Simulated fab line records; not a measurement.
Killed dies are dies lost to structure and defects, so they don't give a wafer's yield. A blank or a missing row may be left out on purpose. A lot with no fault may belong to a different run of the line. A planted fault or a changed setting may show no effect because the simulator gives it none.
Chamber matching    flow berkeley_cmos170    rie_diel-02 running UCB170_M2_ETCH_17: 4 sister chambers
The step etches BARC in N2/H2. 14 wafers are shown with their chamber, then 7 later ones without.

## WAFERS PAIRED WITH THEIR CHAMBERS
wafer   chamber  drypump_motor_current_A (A)  throttle_valve_pct (%)  oes_product_au (a.u.)
L365.1  0        6.5                          13.25                   1.005
L365.2  1        6.5                          13.10                   0.989
L365.3  3        6.0                          13.01                   0.964
L367.1  2        5.5                          13.45                   0.986
L367.5  1        6.5                          13.10                   0.992
L367.6  2        5.5                          13.43                   0.984
L371.3  3        6.0                          13.01                   0.970
L371.4  2        5.6                          13.46                   0.983
L371.6  1        6.5                          13.11                   0.994
L373.4  3        6.0                          13.02                   0.965
L373.5  2        5.5                          13.46                   0.992
L373.6  3        6.0                          13.03                   0.980
L380.1  3        6.0                          13.03                   0.965
L380.5  2        5.5                          13.46                   0.989

SIGNATURES (averages over the wafers above)
reading                  chamber 0  chamber 1  chamber 2  chamber 3  scatter within a chamber
drypump_motor_current_A  6.500      6.500      5.520      6.000      0.0283
throttle_valve_pct       13.2500    13.1033    13.4520    13.0200    0.0107
oes_product_au           1.00500    0.99167    0.98680    0.96880    0.00496
Rule: for a wafer and a chamber, the distance is found by dividing, reading by reading, the gap between the wafer's reading and the chamber's mean by the reading's scatter, squaring, summing and taking the root. The wafer belongs to the nearest chamber; if the next one is less than 2 further off, it can't be placed. The scatter: the root of (the sum of the squares of (reading less its chamber's mean) over the shown wafers, divided by (wafers less chambers)).

## WAFERS WITHOUT THEIR CHAMBER
wafer   drypump_motor_current_A (A)  throttle_valve_pct (%)  oes_product_au (a.u.)
L380.6  6.5                          13.11                   0.988
L381.2  6.5                          13.13                   1.001
L381.3  6.4                          13.23                   1.002
L381.6  6.0                          13.01                   0.959
L383.2  6.5                          13.24                   1.017
L383.3  6.0                          13.02                   0.966
L383.6  6.5                          13.24                   1.007

## WHICH CHAMBER EACH ONE RAN IN
wafer   from the rows above  in truth
L380.6  1                    1
L381.2  1                    1
L381.3  0                    0
L381.6  3                    3
L383.2  0                    0
L383.3  3                    3
L383.6  0                    0
Placed correctly: 7 of 7. Can't be placed from these rows: 0. Number placed wrongly: 0.
